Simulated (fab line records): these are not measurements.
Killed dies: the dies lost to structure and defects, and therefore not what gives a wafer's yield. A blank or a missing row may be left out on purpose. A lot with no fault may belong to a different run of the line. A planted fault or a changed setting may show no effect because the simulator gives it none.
Which tool did it? | flow rit-cmos | 16 lots with 48 wafers sampled at 2 steps, on a route of 202 steps

== WHAT EACH GAUGE READ, for each wafer ==
RIT_NSD_OVL_MEAS_06. Usual: for NSD_OVL the level is -1.5 nm and the standard deviation is 2.
lot  | measured    | on         | NSD_OVL (nm)   | flag
L364 | day 3 00:16 | overlay-02 | 0.1 0.9 0.8    |
L365 | day 3 03:18 | overlay-02 | -1.7 -2.1 -2.7 |
L367 | day 3 14:31 | overlay-01 | 0.2 0.3 0.0    |
L368 | day 3 20:58 | overlay-01 | -5.5 -5.3 -5.8 |
L369 | day 4 00:25 | overlay-01 | 2.6 1.0 1.9    |
L370 | day 4 04:01 | overlay-02 | -1.5 -1.2 -2.8 |
L371 | day 4 10:26 | overlay-01 | 8.4 8.4 7.6    | OFF
L372 | day 4 14:35 | overlay-01 | -3.0 -3.0 -2.3 |
L373 | day 4 20:42 | overlay-02 | -4.1 -2.7 -2.5 |
L374 | day 5 00:47 | overlay-02 | 8.8 9.1 9.9    | OFF
L375 | day 5 05:35 | overlay-01 | 8.7 9.4 8.9    | OFF
L376 | day 5 10:41 | overlay-01 | -3.7 -1.8 -2.0 |
L377 | day 5 15:29 | overlay-02 | 8.8 10.2 9.3   | OFF
L383 | day 6 22:13 | overlay-02 | -2.3 -1.7 -1.1 |
L384 | day 7 05:13 | overlay-02 | 0.1 -0.8 -1.5  |
L387 | day 7 23:26 | overlay-01 | -3.8 -4.9 -3.7 |

== EACH LOT AND THE TOOL THAT RAN IT (in order: tool; ch and the chambers of the sampled wafers; start) ==
lot  | RIT_NSD_EXPOSE_03
L364 | iline-stepper-01 ch 0, day 2 23:52
L365 | iline-stepper-02 ch 0, day 3 02:55
L367 | iline-stepper-01 ch 0, day 3 14:07
L368 | iline-stepper-02 ch 0, day 3 20:34
L369 | iline-stepper-01 ch 0, day 4 00:01
L370 | iline-stepper-01 ch 0, day 4 03:37
L371 | iline-stepper-01 ch 0, day 4 10:02
L372 | iline-stepper-02 ch 0, day 4 14:11
L373 | iline-stepper-02 ch 0, day 4 20:18
L374 | iline-stepper-01 ch 0, day 5 00:23
L375 | iline-stepper-01 ch 0, day 5 05:08
L376 | iline-stepper-02 ch 0, day 5 10:14
L377 | iline-stepper-01 ch 0, day 5 14:55
L383 | iline-stepper-02 ch 0, day 6 21:49
L384 | iline-stepper-02 ch 0, day 7 04:49
L387 | iline-stepper-02 ch 0, day 7 23:03
- RIT_NSD_EXPOSE_03: exposes mask M9, target cd 40700 nm.

== AS READ BY THE TOOLS THEMSELVES (means over the sampled wafers that have a number; for cases with no such wafer, the mark the record gives instead) ==
RIT_NSD_EXPOSE_03. Usual: reticle-temp-C 23.02 C, standard deviation 0.11.
lot  | tool             | reticle-temp-C (C) | flag
L364 | iline-stepper-01 | 23.14              |
L365 | iline-stepper-02 | 23.07              |
L367 | iline-stepper-01 | 22.86              |
L368 | iline-stepper-02 | 22.97              |
L369 | iline-stepper-01 | 22.97              |
L370 | iline-stepper-01 | 22.88              |
L371 | iline-stepper-01 | 22.93              |
L372 | iline-stepper-02 | 23.01              |
L373 | iline-stepper-02 | 23.02              |
L374 | iline-stepper-01 | 22.98              |
L375 | iline-stepper-01 | 23.03              |
L376 | iline-stepper-02 | 23.02              |
L377 | iline-stepper-01 | 23.07              |
L383 | iline-stepper-02 | 22.94              |
L384 | iline-stepper-02 | 23.04              |
L387 | iline-stepper-02 | 22.91              |

== THE ANSWER, worked out from the rows above alone ==
Rule: lot off if the mean of its wafers having a number is beyond 3 standard deviations from the usual mean. A lot without any number at a reading at which 4 lots or more have one is off too. The other lots that the step has rows for count as sound. First the gauges in route order, then the tools' own readings, where a lot's mean is used as printed above. At the first step where some lot is off, the reading lying furthest off is the one used; lots without a number count as furthest.
Off: L371, L374, L375, L377, at RIT_NSD_OVL_MEAS_06 (NSD_OVL).
A tool fits if, at a process step before that reading, it ran every lot that is off, and no sound lot after the first of them. Those tools and the gauges at RIT_NSD_OVL_MEAS_06 are tried in the same way. One candidate fits, namely iline-stepper-01 at RIT_NSD_EXPOSE_03. A fault onset in the window from L370 (day 4 03:37, its last sound lot) to L371 (day 4 10:02, its first lot off) fits.

== WHAT HAD BEEN PUT IN BY THE SIMULATOR ==
Scanner matching overlay: iline-stepper-01, from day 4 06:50 on, at RIT_NSD_EXPOSE_03. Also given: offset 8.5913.
Struck lots among those shown: L371, L374, L375, L377. This agrees with what the rule above found.
